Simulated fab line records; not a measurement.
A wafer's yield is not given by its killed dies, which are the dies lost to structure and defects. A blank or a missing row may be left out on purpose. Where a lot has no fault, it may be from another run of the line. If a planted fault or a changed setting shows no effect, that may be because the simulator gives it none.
Code-filled problem report in 8D (eight disciplines) form	flow ritCmos	the parts of the form that need people (team, actions taken, sign-off) are left out

## 1. THE PROBLEM
SPACER_NITRIDE_THK at RIT_SPACER_THK_MEAS_04 reads a mean of 339.6 nm on 3 wafers of 1 lot; wafers without a fault read 249.1 nm with a standard deviation of 2.9. Measured from the usual mean, that is +31 standard deviations.
The first sign was on wafer L596.1 at day 5 19:59, on filmMetro-02. The record has a number at this step for 39 wafers belonging to 13 lots. Rule for "out" (also "out of limits"): further than 4 standard deviations from the usual mean. The rest of the wafers with a number are treated as sound.

## 2. WHAT IT IS; WHAT IT IS NOT
question	is	is not
which readings at this step	SPACER_NITRIDE_THK	-
which lots	L596	L582, L583, L584, L585, L587, L588, L589, L591, L592, L595, L601, L605
which wafers of those lots	all that have a number	-
read on which gauges	filmMetro-02	filmMetro-01, filmMetro-04
when	from day 5 19:59	up to then (30 sound wafers); but 6 sound wafers of L601, L605 came after

## 3. SUSPECTS, AND WHAT RULES EACH OUT
Counting: a tool at a process step up to the reading stays a suspect if it ran every lot that is out and no sound lot after the first of them.
- the gauge at RIT_SPACER_THK_MEAS_04: ruled out. All the wafers that are out were read on filmMetro-02, but those of them that RIT_SPACER_CVD_03 has rows for are out there too, on other tools.
- lpcvd-02 at RIT_SPACER_CVD_03 (deposits Si3N4 from SiH2Cl2/NH3, target thk 250 nm, time 3300 s): kept. It ran the lot that is out, L596 (day 5 18:04), and no sound lot after that; its last sound lot up to then is L592 (day 4 22:02). Its own nh3FlowSccm readings are out on those wafers.
After counting, what remains is lpcvd-02 at RIT_SPACER_CVD_03.

## 4. THE CAUSE (what the simulator had put in)
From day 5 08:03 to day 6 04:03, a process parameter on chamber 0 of lpcvd-02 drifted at RIT_SPACER_CVD_03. A move of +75 in setting nh3FlowSccm, from 150. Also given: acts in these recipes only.
This tool alone remained once counting was done.

## 5. THE CHAIN OF EFFECTS, in route order
Each row: a reading where the mean over the struck wafers with a number is more than 3 standard deviations away from the usual. Only readings whose record carries a usual standard deviation are examined. hours: median over the lots of the time between each lot's start at the first step of this table that gives one and its start at this step. sigmas: the change, counted in usual standard deviations.
hours	step	reading	usual	on struck wafers	change	sigmas
0	RIT_SPACER_CVD_03	nh3FlowSccm	150.1 sccm	225.4	+75.3	+99 or more
2	RIT_SPACER_THK_MEAS_04	SPACER_NITRIDE_THK	249.1 nm	339.6	+90.5	+31
2	RIT_SPACER_ETCHBACK_05	oesProductAu	0.846 a.u.	0.995	+0.149	+8.8
It contains these process steps:
- RIT_SPACER_CVD_03: deposits Si3N4 from SiH2Cl2/NH3, target thk 250 nm, time 3300 s.
- RIT_SPACER_ETCHBACK_05: etches Si3N4 in SF6/CHF3, stops on SiO2, target depth 250 nm, time 240 s.

## 6. HOW IT WOULD HAVE BEEN CAUGHT EARLIER
In this record the first reading out of limits at a measuring or inspecting step was taken at day 5 19:59, 12 hours after the fault began at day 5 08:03.
At RIT_SPACER_CVD_03, the tool's own readings (nh3FlowSccm) were out on each struck wafer the step has a row for, so an alarm limit on them would have fired on the first such wafer.
Each of the lots that are out, 1 in all, had begun RIT_SPACER_CVD_03 on lpcvd-02 no later than day 5 19:59. None of them would have been spared by holding the tool at that moment.
